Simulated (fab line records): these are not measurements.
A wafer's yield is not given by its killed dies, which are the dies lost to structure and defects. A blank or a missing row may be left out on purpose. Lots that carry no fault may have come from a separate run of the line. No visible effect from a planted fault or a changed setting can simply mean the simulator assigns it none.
fab line records ; flow rit-cmos
[record] lots = 6; wafers = 18; last-day = 7
route steps=202 shown ACTIVE@1 FOX1@20 FOX2@23 M1@202
lots that met no fault: taken from a fault-free run of the same line
start-h: hours from the record's opening day to when the first of the lot's shown wafers began ; wait-h: time in hours since the lot's previous step ; " the same as in the row above ; L1.1+2: several wafers, shown together as one row ; - no value present, or no start provided ; * or withheld: withheld ; < > ~ a bound
route shown NAME@n: NAME is a module with steps in the file, n the number in the route of the first one ; usual: mean/standard deviation taken from wafers without a fault ; same: alike in all rows ; chamber/n: place in a boat ; sites: the reading at each site ; _std_site: the values' standard deviation ; _edge_site: outer sites' mean less inner sites' ; radius-mm: how far each site lies from the wafer's centre ; mask NAME#n: copy n ; behind: the most recent tool/chamber to have shaped the wafer ; hold: reason for holding the lot/hours on hold/outcome of the hold ; device: the n, p or np transistor that did not switch ; end of line: tests of these same wafers at the route's end ; where a step has no rows: the recipe by itself ; killed: at the first sort, the dies lost to defects and structure; wafer yield is something else ; map: a wafer's dies, x killed, . not, _ none there
set.NAME: setting as actually run; set.NAME@STEP: the setting as run at that earlier step ; model.NAME: the simulator's own value behind a step, which no gauge read
a table for each step, a row for each wafer; lots at some steps of the route
services: a tool's chamber out of use, with start hour (start-h, from the record's first day; less than 0 if before it), hours out, and reason
[[steps]]
[step RIT_ACTIVE_BOW_MEAS_00]
[recipe] mode = bow
[usual] INCOMING_BOW = 0/6.4
lot.wafer;tool;chamber;start-h;wait-h;INCOMING_BOW[um]
L726.1;film-metro-01;-;10.00;-;0
L726.3;film-metro-01;-;10.00;-;4
L726.6;film-metro-01;-;10.00;-;-1
L729.2;film-metro-01;-;25.02;-;11
L729.3;film-metro-01;-;25.02;-;1
L729.4;film-metro-01;-;25.02;-;-13
L736.1;film-metro-03;-;60.00;-;7
L736.5;film-metro-03;-;60.00;-;-1
L736.6;film-metro-03;-;60.00;-;0
L738.1;film-metro-01;-;70.00;-;5
L738.3;film-metro-01;-;70.00;-;-7
L738.6;film-metro-01;-;70.00;-;4
L742.1;film-metro-02;-;90.00;-;-4
L742.4;film-metro-02;-;90.00;-;1
L742.5;film-metro-02;-;90.00;-;5
L747.3;film-metro-02;-;115.04;-;9
L747.5;film-metro-02;-;115.04;-;1
L747.6;film-metro-02;-;115.04;-;2
[step RIT_ACTIVE_OXIDATION_01]
[recipe] temp-c = 1000; ambient = O2; target-thk-a = 468; ox-time-s = 3360
[usual] spike-tc-load-C = 1029.5/2.1
lot.wafer;tool;chamber;start-h;wait-h;spike-tc-load-C;model.SiO2_of_ACTIVE_OXIDATION_01.thk-nm
L726.1;furnace-04;0;10.12;0.1;1032.2;46.95
L726.3;furnace-04;0;10.12;0.1;1029.2;46.68
L726.6;furnace-04;0;10.12;0.1;1029.8;46.41
L729.2;furnace-01;0;25.16;0.1;1026.7;46.15
L729.3;furnace-01;0;25.16;0.1;1026.3;46.17
L729.4;furnace-01;0;25.16;0.1;1026.5;46.53
L736.1;furnace-04;0;62.12;2.1;1031.7;46.03
L736.5;furnace-04;0;62.12;2.1;1030.9;41.6
L736.6;furnace-04;0;62.12;2.1;1031.1;40.35
L738.1;furnace-04;0;70.97;0.9;1031.3;45.78
L738.3;furnace-04;0;70.97;0.9;1031.9;44.17
L738.6;furnace-04;0;70.97;0.9;1033.5;40.27
L742.1;furnace-03;0;90.68;0.7;1029.6;44.53
L742.4;furnace-03;0;90.68;0.7;1028.8;44.21
L742.5;furnace-03;0;90.68;0.7;1028.0;46.07
L747.3;furnace-01;0;115.12;0.1;1025.6;48
L747.5;furnace-01;0;115.12;0.1;1027.8;46.81
L747.6;furnace-01;0;115.12;0.1;1026.5;47.74
[step RIT_ACTIVE_THK_MEAS_02]
[recipe] reads = SiO2_of_ACTIVE_OXIDATION_01
[usual] ACTIVE_OXIDE_THK = 46.8/0.71
lot.wafer;tool;chamber;start-h;wait-h;ACTIVE_OXIDE_THK[nm]
L726.1;film-metro-03;-;12.05;0.0;46.9
L726.3;film-metro-03;-;12.05;0.0;46.6
L726.6;film-metro-03;-;12.05;0.0;46.4
L729.2;film-metro-03;-;27.10;0.0;46.1
L729.3;film-metro-03;-;27.10;0.0;46.2
L729.4;film-metro-03;-;27.10;0.0;46.5
L736.1;film-metro-03;-;64.05;0.0;46.1
L736.5;film-metro-03;-;64.05;0.0;41.6
L736.6;film-metro-03;-;64.05;0.0;40.3
L738.1;film-metro-01;-;72.90;0.0;45.8
L738.3;film-metro-01;-;72.90;0.0;44.2
L738.6;film-metro-01;-;72.90;0.0;40.3
L742.1;film-metro-03;-;92.61;0.0;44.6
L742.4;film-metro-03;-;92.61;0.0;44.2
L742.5;film-metro-03;-;92.61;0.0;46.1
L747.3;film-metro-03;-;117.07;0.0;48.0
L747.5;film-metro-03;-;117.07;0.0;46.8
L747.6;film-metro-03;-;117.07;0.0;47.7
[step RIT_ACTIVE_CVD_03]
[recipe] material = Si3N4; target-thk-nm = 150; temp-c = 810; precursor = SiH2Cl2/NH3; time-s = 1500; pressure-mtorr = 300; sih2cl2-flow-sccm = 60; nh3-flow-sccm = 150
[step RIT_ACTIVE_THK_MEAS_04]
[recipe] reads = Si3N4_of_ACTIVE_CVD_03
[usual] ACTIVE_NITRIDE_THK = 149.8/1.2
lot.wafer;tool;chamber;start-h;wait-h;ACTIVE_NITRIDE_THK[nm]
L726.1;film-metro-01;-;13.53;0.0;147.8
L726.3;film-metro-01;-;13.53;0.0;149.2
L726.6;film-metro-01;-;13.53;0.0;148.1
L729.2;film-metro-03;-;28.58;0.0;151.1
L729.3;film-metro-03;-;28.58;0.0;150.2
L729.4;film-metro-03;-;28.58;0.0;151.4
L736.1;film-metro-02;-;65.53;0.0;149.4
L736.5;film-metro-02;-;65.53;0.0;149.6
L736.6;film-metro-02;-;65.53;0.0;150.2
L738.1;film-metro-02;-;74.38;0.0;152.2
L738.3;film-metro-02;-;74.38;0.0;152.0
L738.6;film-metro-02;-;74.38;0.0;152.2
L742.1;film-metro-03;-;94.09;0.0;149.6
L742.4;film-metro-03;-;94.09;0.0;149.5
L742.5;film-metro-03;-;94.09;0.0;149.3
L747.3;film-metro-01;-;118.55;0.0;149.4
L747.5;film-metro-01;-;118.55;0.0;149.7
L747.6;film-metro-01;-;118.55;0.0;149.6
[step RIT_ACTIVE_HMDS_05]
[recipe] prime-time-s = 60; prime-temp-c = 140
[step RIT_ACTIVE_COAT_06]
[recipe] resist = NOVOLAK; spin-rpm = 3250; resist-thk-nm = 1000
[step RIT_ACTIVE_SOFTBAKE_07]
[recipe] resist = NOVOLAK; temp-c = 90; time-s = 60
[step RIT_ACTIVE_EXPOSE_08]
[recipe] mask-id = M1; na = 0.6; source-shape = conventional; sigma-outer = 0.6; target-cd-nm = 1400; dose-mj = 225
[step RIT_ACTIVE_PEB_09]
[recipe] resist = NOVOLAK; temp-c = withheld; time-s = withheld
[step RIT_ACTIVE_DEVELOP_10]
[recipe] resist = NOVOLAK; develop-time-s = 50; dev-temp-c = 23
[step RIT_ACTIVE_CD_MEAS_11]
[recipe] target-cd-nm = 1400
[usual] cd-nm = 1400.1/2.6
lot.wafer;tool;chamber;start-h;wait-h;cd-nm
L726.1;cd-sem-01;-;14.56;-;1401.3
L726.3;cd-sem-01;-;14.56;-;1402.4
L726.6;cd-sem-01;-;14.56;-;1401.7
L729.2;cd-sem-01;-;29.50;-;1398.6
L729.3;cd-sem-01;-;29.50;-;1398.6
L729.4;cd-sem-01;-;29.50;-;1397.9
L736.1;cd-sem-01;-;66.44;-;1399.1
L736.5;cd-sem-01;-;66.44;-;1396.9
L736.6;cd-sem-01;-;66.44;-;1397.2
L738.1;cd-sem-01;-;75.41;-;1397.5
L738.3;cd-sem-01;-;75.41;-;1396.4
L738.6;cd-sem-01;-;75.41;-;1399.1
L742.1;cd-sem-02;-;95.00;-;1401.1
L742.4;cd-sem-02;-;95.00;-;1395.3
L742.5;cd-sem-02;-;95.00;-;1399.2
L747.3;cd-sem-01;-;119.60;-;1398.3
L747.5;cd-sem-01;-;119.60;-;1397.5
L747.6;cd-sem-01;-;119.60;-;1398.2
[step RIT_ACTIVE_HARDBAKE_12]
[recipe] resist = NOVOLAK; temp-c = 140; time-s = 60
[step RIT_ACTIVE_ETCH_13]
[recipe] stop-on = SiO2; chemistry = SF6; target = Si3N4; time-s = 210; over-etch-frac = 0.4; SF6_flow_sccm = 200; pressure-mtorr = 260; rf-w = 125; target-depth-a = 2100
[usual] SF6_flow_sccm = 200.0/0.64; drypump-motor-current-A = 5.8/0.52; oes-product-au = 0.821/0.014; throttle-valve-pct = 7.48/0.098
lot.wafer;tool;chamber;start-h;wait-h;SF6_flow_sccm;drypump-motor-current-A;oes-product-au;rf-hours-counter-h;throttle-valve-pct
L726.1;rie-diel-02;0;14.83;0.1;199.4;5.0;0.812;134;7.39
L726.3;rie-diel-02;1;14.83;0.1;198.6;5.7;0.831;3;7.50
L726.6;rie-diel-02;3;14.83;0.1;200.3;6.5;0.815;-;7.47
L729.2;rie-diel-02;0;29.75;0.1;200.5;5.1;0.822;134;7.40
L729.3;rie-diel-02;1;29.75;0.1;199.1;5.7;0.837;3;7.50
L729.4;rie-diel-02;2;29.75;0.1;199.8;6.3;0.840;111;7.42
L736.1;rie-diel-04;2;66.71;0.1;199.6;5.5;0.809;6;7.37
L736.5;rie-diel-04;1;66.71;0.1;198.9;5.8;0.801;-;7.46
L736.6;rie-diel-04;2;66.71;0.1;201.3;5.5;0.803;-;7.39
L738.1;rie-diel-02;0;75.68;0.1;200.9;5.0;0.818;135;7.39
L738.3;rie-diel-02;2;75.68;0.1;200.3;6.3;0.853;112;7.41
L738.6;rie-diel-02;1;75.68;0.1;199.7;5.7;0.844;-;7.52
L742.1;rie-diel-02;1;95.27;0.1;201.0;5.7;0.830;4;7.52
L742.4;rie-diel-02;3;95.27;0.1;200.4;6.5;0.811;7;7.47
L742.5;rie-diel-02;1;95.27;0.1;200.5;5.7;0.839;-;7.50
L747.3;rie-diel-01;1;119.83;0.1;200.1;5.6;0.815;15;7.54
L747.5;rie-diel-01;0;119.83;0.1;200.0;6.0;0.845;-;7.45
L747.6;rie-diel-01;3;119.83;0.1;200.1;5.0;0.817;-;7.54
[step RIT_ACTIVE_STRIP_14]
[recipe] chemistry = O2; time-s = 180; resist = NOVOLAK; platen-temp-c = withheld; power-w = 500; pressure-mtorr = 4000; o2-flow-sccm = 4000
[usual] drypump-motor-current-A = 5.6/0.47
lot.wafer;tool;chamber;start-h;wait-h;drypump-motor-current-A;rf-hours-counter-h
L726.1;plasma-asher-04;0;14.97;0.1;5.3;36
L726.3;plasma-asher-04;0;14.97;0.1;5.3;-
L726.6;plasma-asher-04;0;14.97;0.1;5.3;-
L729.2;plasma-asher-03;0;29.88;0.1;5.2;40
L729.3;plasma-asher-03;1;29.88;0.1;6.1;-
L729.4;plasma-asher-03;0;29.88;0.1;5.3;-
L736.1;plasma-asher-04;0;66.84;0.1;5.3;41
L736.5;plasma-asher-04;1;66.84;0.1;6.1;-
L736.6;plasma-asher-04;0;66.84;0.1;5.3;-
L738.1;plasma-asher-03;0;75.81;0.1;5.3;45
L738.3;plasma-asher-03;0;75.81;0.1;5.3;-
L738.6;plasma-asher-03;0;75.81;0.1;5.2;-
L742.1;plasma-asher-01;0;95.40;0.1;5.8;42
L742.4;plasma-asher-01;0;95.40;0.1;5.8;-
L742.5;plasma-asher-01;0;95.40;0.1;5.8;-
L747.3;plasma-asher-01;0;120.03;0.1;5.8;-
L747.5;plasma-asher-01;1;120.03;0.1;4.8;-
L747.6;plasma-asher-01;0;120.03;0.1;5.8;-
[step RIT_ACTIVE_CD_MEAS_90]
[recipe] target-cd-nm = 1400
[usual] cd-nm = 1400.1/2.6
lot.wafer;tool;chamber;start-h;wait-h;cd-nm
L726.1;cd-sem-02;-;15.14;0.1;1401.7
L726.3;cd-sem-02;-;15.14;0.1;1402.3
L726.6;cd-sem-02;-;15.14;0.1;1401.5
L729.2;cd-sem-02;-;30.08;0.1;1398.4
L729.3;cd-sem-02;-;30.08;0.1;1398.2
L729.4;cd-sem-02;-;30.08;0.1;1398.0
L736.1;cd-sem-02;-;67.02;0.1;1399.3
L736.5;cd-sem-02;-;67.02;0.1;1397.0
L736.6;cd-sem-02;-;67.02;0.1;1396.8
L738.1;cd-sem-02;-;75.99;0.1;1397.4
L738.3;cd-sem-02;-;75.99;0.1;1396.6
L738.6;cd-sem-02;-;75.99;0.1;1399.1
L742.1;cd-sem-02;-;95.57;0.1;1400.8
L742.4;cd-sem-02;-;95.57;0.1;1394.9
L742.5;cd-sem-02;-;95.57;0.1;1399.3
L747.3;cd-sem-01;-;120.18;0.1;1397.8
L747.5;cd-sem-01;-;120.18;0.1;1397.5
L747.6;cd-sem-01;-;120.18;0.1;1397.8
[step RIT_ACTIVE_CLEAN_15]
[recipe] chemistry = SC1; mix = 3:3:50; time-s = 600; temp-c = 75
[step RIT_ACTIVE_CLEAN_16]
[recipe] chemistry = dHF; dilution = 50:1; time-s = 30
[step RIT_ACTIVE_CLEAN_17]
[recipe] chemistry = SC2; mix = 3:3:50; time-s = 600; temp-c = 75; dry = n2-spin
[step RIT_FOX1_OXIDATION_00]
[recipe] temp-c = 1100; ambient = H2O; target-thk-a = 3507; p-h2o-torr = 720; ox-time-s = 1130
[step RIT_FOX1_THK_MEAS_01]
[recipe] reads = SiO2_of_FOX1_OXIDATION_00
[usual] FOX1_OXIDE_THK = 351/6.3
lot.wafer;tool;chamber;start-h;wait-h;FOX1_OXIDE_THK[nm]
L726.1;film-metro-03;-;18.57;0.0;354
L726.3;film-metro-03;-;18.57;0.0;350
L726.6;film-metro-03;-;18.57;0.0;352
L729.2;film-metro-03;-;33.96;0.0;350
L729.3;film-metro-03;-;33.96;0.0;347
L729.4;film-metro-03;-;33.96;0.0;353
L736.1;film-metro-04;-;69.02;0.0;347
L736.5;film-metro-04;-;69.02;0.0;348
L736.6;film-metro-04;-;69.02;0.0;348
L738.1;film-metro-03;-;78.08;0.0;347
L738.3;film-metro-03;-;78.08;0.0;349
L738.6;film-metro-03;-;78.08;0.0;353
L742.1;film-metro-04;-;97.37;0.0;351
L742.4;film-metro-04;-;97.37;0.0;353
L742.5;film-metro-04;-;97.37;0.0;353
L747.3;film-metro-01;-;122.79;0.0;344
L747.5;film-metro-01;-;122.79;0.0;343
L747.6;film-metro-01;-;122.79;0.0;350
[step RIT_FOX1_WET_ETCH_02]
[recipe] chemistry = BOE; target-depth-nm = 350; time-s = 390; temp-c = 21.5; dry = n2-spin; dilution = 10:1; target = SiO2
[step RIT_FOX2_OXIDATION_00]
[recipe] temp-c = 1100; ambient = H2O; target-thk-a = 3507; p-h2o-torr = 720; ox-time-s = 1130
[step RIT_FOX2_THK_MEAS_01]
[recipe] reads = SiO2_of_FOX2_OXIDATION_00
[usual] FOX2_OXIDE_THK = 351/6.4
lot.wafer;tool;chamber;start-h;wait-h;FOX2_OXIDE_THK[nm]
L726.1;film-metro-03;-;20.14;0.0;356
L726.3;film-metro-03;-;20.14;0.0;352
L726.6;film-metro-03;-;20.14;0.0;352
L729.2;film-metro-04;-;36.35;0.0;344
L729.3;film-metro-04;-;36.35;0.0;352
L729.4;film-metro-04;-;36.35;0.0;346
L736.1;film-metro-03;-;70.95;0.0;343
L736.5;film-metro-03;-;70.95;0.0;334
L736.6;film-metro-03;-;70.95;0.0;341
L738.1;film-metro-02;-;79.57;0.0;343
L738.3;film-metro-02;-;79.57;0.0;341
L738.6;film-metro-02;-;79.57;0.0;341
L742.1;film-metro-02;-;98.86;0.0;359
L742.4;film-metro-02;-;98.86;0.0;358
L742.5;film-metro-02;-;98.86;0.0;360
L747.3;film-metro-04;-;124.42;0.0;350
L747.5;film-metro-04;-;124.42;0.0;353
L747.6;film-metro-04;-;124.42;0.0;351
[step RIT_FOX2_CLEAN_02]
[recipe] chemistry = dHF; dilution = 50:1; time-s = 180
[step RIT_FOX2_WET_ETCH_03]
[recipe] chemistry = H3PO4; target = Si3N4; target-depth-nm = 195; temp-c = 165; time-s = 2700
lot.wafer;tool;chamber;start-h;wait-h;model.SiO2_of_ACTIVE_OXIDATION_01.thk-nm
L726.1;wet-bench-01;2;20.26;0.0;41.74
L726.3;wet-bench-01;2;20.26;0.0;41.11
L726.6;wet-bench-01;2;20.26;0.0;40.46
L729.2;wet-bench-04;1;36.46;0.0;41.19
L729.3;wet-bench-04;1;36.46;0.0;40.81
L729.4;wet-bench-04;1;36.46;0.0;41.21
L736.1;wet-bench-01;0;71.07;0.0;39.51
L736.5;wet-bench-01;0;71.07;0.0;37.18
L736.6;wet-bench-01;0;71.07;0.0;34.44
L738.1;wet-bench-04;2;79.69;0.0;40.62
L738.3;wet-bench-04;2;79.69;0.0;38.89
L738.6;wet-bench-04;2;79.69;0.0;35.35
L742.1;wet-bench-02;2;98.98;0.0;39.17
L742.4;wet-bench-02;2;98.98;0.0;38.49
L742.5;wet-bench-02;2;98.98;0.0;40.55
L747.3;wet-bench-01;3;124.51;0.0;42.6
L747.5;wet-bench-01;3;124.51;0.0;41.55
L747.6;wet-bench-01;3;124.51;0.0;40.87
[step RIT_FOX2_THK_MEAS_90]
[recipe] reads = SiO2_of_FOX2_OXIDATION_00
[usual] FIELD_OXIDE_LEFT_1_THK = 324/6.3
lot.wafer;tool;chamber;start-h;wait-h;FIELD_OXIDE_LEFT_1_THK[nm]
L726.1;film-metro-04;-;21.01;0.0;329
L726.3;film-metro-04;-;21.01;0.0;325
L726.6;film-metro-04;-;21.01;0.0;325
L729.2;film-metro-04;-;37.30;0.0;316
L729.3;film-metro-04;-;37.30;0.0;325
L729.4;film-metro-04;-;37.30;0.0;319
L736.1;film-metro-03;-;71.83;0.0;317
L736.5;film-metro-03;-;71.83;0.0;307
L736.6;film-metro-03;-;71.83;0.0;314
L738.1;film-metro-04;-;80.45;0.0;316
L738.3;film-metro-04;-;80.45;0.0;314
L738.6;film-metro-04;-;80.45;0.0;314
L742.1;film-metro-02;-;99.74;0.0;332
L742.4;film-metro-02;-;99.74;0.0;332
L742.5;film-metro-02;-;99.74;0.0;333
L747.3;film-metro-04;-;125.29;0.0;322
L747.5;film-metro-04;-;125.29;0.0;325
L747.6;film-metro-04;-;125.29;0.0;323
[step RIT_M1_PROBE_99]
[usual] killed-at-contacts = 0.1/0.3; killed-at-front-end = 7/3.3; killed-dies = 7/3.3; killed-open = 3.8/2.3; killed-short = 3.5/2.1
[same] gross-dies = 264; killed_at_M0_to_M3 = 0; killed_at_M4_up = 0; killed-at-back-side = 0; killed-at-other = 0
lot.wafer;tool;chamber;start-h;wait-h;killed-at-contacts;killed-at-front-end;killed-dies;killed-open;killed-short;model.etest.pldd.width-nm;model.etest.nldd.width-nm;model.etest.nplus-sal.width-nm;model.etest.pplus-sal.width-nm;model.etest.nmos-narrow.drive-ua-um;model.etest.pmos-narrow.drive-ua-um
L726.1;prober-01;-;62.19;0.1;0;12;12;6;6;3152;3183;3423;3432;226.7;99.95
L726.3;prober-01;-;62.29;0.2;1;7;8;4;3;3175;3175;3432;3411;234.6;104.3
L726.6;prober-01;-;62.44;0.2;0;7;7;2;5;3192;3177;3450;3438;234.5;103.7
L729.2;prober-01;-;79.16;0.1;0;4;4;1;3;3189;3193;3455;3450;223.9;99.15
L729.3;prober-01;-;79.21;0.2;0;12;12;5;7;3170;3182;3451;3434;225;100.5
L729.4;prober-01;-;79.26;0.2;0;4;4;2;2;3164;3168;3461;3435;225.5;102
L736.1;prober-01;-;109.80;0.1;0;5;5;2;3;3193;3178;3428;3442;222;101.7
L736.5;prober-01;-;110.00;0.2;0;8;8;4;4;3240;3254;3466;3467;238.1;106.7
L736.6;prober-01;-;110.05;0.2;0;12;12;8;4;3237;3231;3461;3466;233.7;105.8
L738.1;prober-01;-;119.02;0.1;0;5;5;5;0;3198;3188;3450;3460;232.6;101.8
L738.3;prober-01;-;119.12;0.2;0;11;11;4;7;3232;3206;3476;3466;236.8;102.4
L738.6;prober-01;-;119.27;0.2;0;14;14;9;5;3268;3249;3508;3474;247.6;106
L742.1;prober-01;-;137.75;0.1;0;9;9;3;5;3205;3205;3451;3432;234.8;104.9
L742.4;prober-01;-;137.90;0.2;0;13;13;3;9;3206;3189;3452;3424;238.9;104.8
L742.5;prober-01;-;137.95;0.2;0;6;6;3;3;3170;3168;3442;3428;230.9;101.7
L747.3;prober-02;-;164.85;0.2;0;4;4;2;2;3174;3187;3437;3436;210.4;98.33
L747.5;prober-02;-;164.95;0.2;0;6;6;3;3;3173;3213;3436;3433;212.3;98.26
L747.6;prober-02;-;165.00;0.2;0;5;5;1;4;3170;3187;3440;3435;208.1;95.82
// killed by level:class
L726.1 GATE:geometric-particle:open=3 FOX1:geometric-particle:short=2 GATE:geometric-particle:short=2 FOX1:geometric-particle:open=1 FOX2:geometric-particle:open=1 FOX2:geometric-particle:short=1 REOX:geometric-particle:open=1 SILICIDE:geometric-particle:short=1
L726.3 GATE:geometric-particle:short=3 GATE:geometric-particle:open=2 REOX:geometric-particle:open=1 SILICIDE:geometric-particle:open=1 CONTACT:coat-microbubble-printed=1
L726.6 GATE:geometric-particle:short=4 GATE:geometric-particle:open=1 REOX:geometric-particle:short=1 REOX:geometric-particle:open=1
L729.2 GATE:geometric-particle:short=2 GATE:geometric-particle:open=1 SPACER:geometric-particle:short=1
L729.3 GATE:geometric-particle:short=6 GATE:geometric-particle:open=3 FOX1:geometric-particle:open=1 FOX2:geometric-particle:open=1 REOX:geometric-particle:short=1
L729.4 FOX2:geometric-particle:short=1 REOX:geometric-particle:open=1 SPACER:geometric-particle:open=1 SILICIDE:geometric-particle:short=1
L736.1 REOX:geometric-particle:open=2 FOX1:geometric-particle:short=1 FOX2:geometric-particle:short=1 GATE:geometric-particle:short=1
L736.5 FOX2:geometric-particle:short=2 GATE:geometric-particle:open=2 ACTIVE:geometric-particle:open=1 FOX2:geometric-particle:open=1 REOX:geometric-particle:short=1 SILICIDE:geometric-particle:short=1
L736.6 FOX1:geometric-particle:open=3 REOX:geometric-particle:open=2 REOX:geometric-particle:short=2 ACTIVE:geometric-particle:open=1 FOX2:geometric-particle:short=1 GATE:geometric-particle:open=1 SPACER:geometric-particle:short=1 SPACER:geometric-particle:open=1
L738.1 GATE:geometric-particle:open=2 SPACER:geometric-particle:open=2 FOX2:geometric-particle:open=1
L738.3 FOX2:geometric-particle:short=4 GATE:geometric-particle:open=3 REOX:geometric-particle:short=2 FOX2:geometric-particle:open=1 SILICIDE:geometric-particle:short=1
L738.6 FOX1:geometric-particle:open=3 FOX2:geometric-particle:open=2 GATE:geometric-particle:short=2 GATE:geometric-particle:open=2 REOX:geometric-particle:short=2 SPACER:geometric-particle:open=2 FOX2:geometric-particle:short=1
L742.1 GATE:geometric-particle:short=3 REOX:geometric-particle:open=2 FOX1:geometric-particle:open=1 REOX:geometric-particle:short=1 SPACER:geometric-particle:short=1 NSD:coat-microbubble-printed=1
L742.4 FOX1:geometric-particle:short=3 REOX:geometric-particle:short=3 GATE:geometric-particle:short=2 GATE:geometric-particle:open=2 FOX1:geometric-particle:open=1 SILICIDE:geometric-particle:short=1 NSD:coat-microbubble-printed=1
L742.5 FOX1:geometric-particle:open=1 FOX2:geometric-particle:short=1 GATE:geometric-particle:open=1 REOX:geometric-particle:open=1 REOX:geometric-particle:short=1 SPACER:geometric-particle:short=1
L747.3 FOX1:geometric-particle:open=1 REOX:geometric-particle:short=1 SPACER:geometric-particle:short=1 SPACER:geometric-particle:open=1
L747.5 GATE:geometric-particle:open=2 FOX2:geometric-particle:short=1 GATE:geometric-particle:short=1 REOX:geometric-particle:short=1 SPACER:geometric-particle:open=1
L747.6 FOX1:geometric-particle:short=2 SPACER:geometric-particle:short=2 GATE:geometric-particle:open=1
[[services]]
tool;chamber;start-h;hours;kind
plasma-asher-01;-;14.56;3.2;repair
rie-diel-01;2;37.82;1.4;repair
rie-diel-02;3;47.18;3.2;repair
rie-diel-04;3;86.84;2.3;repair
plasma-asher-03;-;86.96;2.8;repair
plasma-asher-03;-;108.75;9.0;pm
plasma-asher-03;0;108.75;9.0;vent-cycle
plasma-asher-03;1;108.75;9.0;vent-cycle
plasma-asher-03;0;117.75;-;clean
plasma-asher-03;1;117.75;-;clean
[[key]]
[first-sign] step = RIT_ACTIVE_THK_MEAS_02; reading = ACTIVE_OXIDE_THK; direction = down; sigmas = 5.3; usual = 46.8; struck = 43.0; wafers-moved = 4
effect none on later readings
[model-effect] step = RIT_ACTIVE_OXIDATION_01; value = SiO2_of_ACTIVE_OXIDATION_01.thk-nm; without = 47.06; struck = 43.03
[model-effect] step = RIT_FOX2_WET_ETCH_03; value = SiO2_of_ACTIVE_OXIDATION_01.thk-nm; without = 41.25; struck = 37.66
[model-effect] step = RIT_M1_PROBE_99; value = etest.pldd.width-nm; without = 3191; struck = 3228
met-at RIT_ACTIVE_OXIDATION_01
struck-wafers L736.1,L736.5,L736.6,L738.1,L738.3,L738.6
tester-left-out L736,L738
onset-between 10.12 62.12
[fault] kind = process-parameter-drift; tool = furnace-04; chamber = -; onset-h = 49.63; steps = RIT_ACTIVE_OXIDATION_01; channel = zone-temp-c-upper; offset = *; shape = step; end-h = 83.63
// tester-left-out: of these lots the tester's yield and bins aren't shown, on N5 and GAA mostly nor the transistor test; their killed dies are dies lost to structure and defects alone, not to doping, threshold or leakage, so they don't give the yield
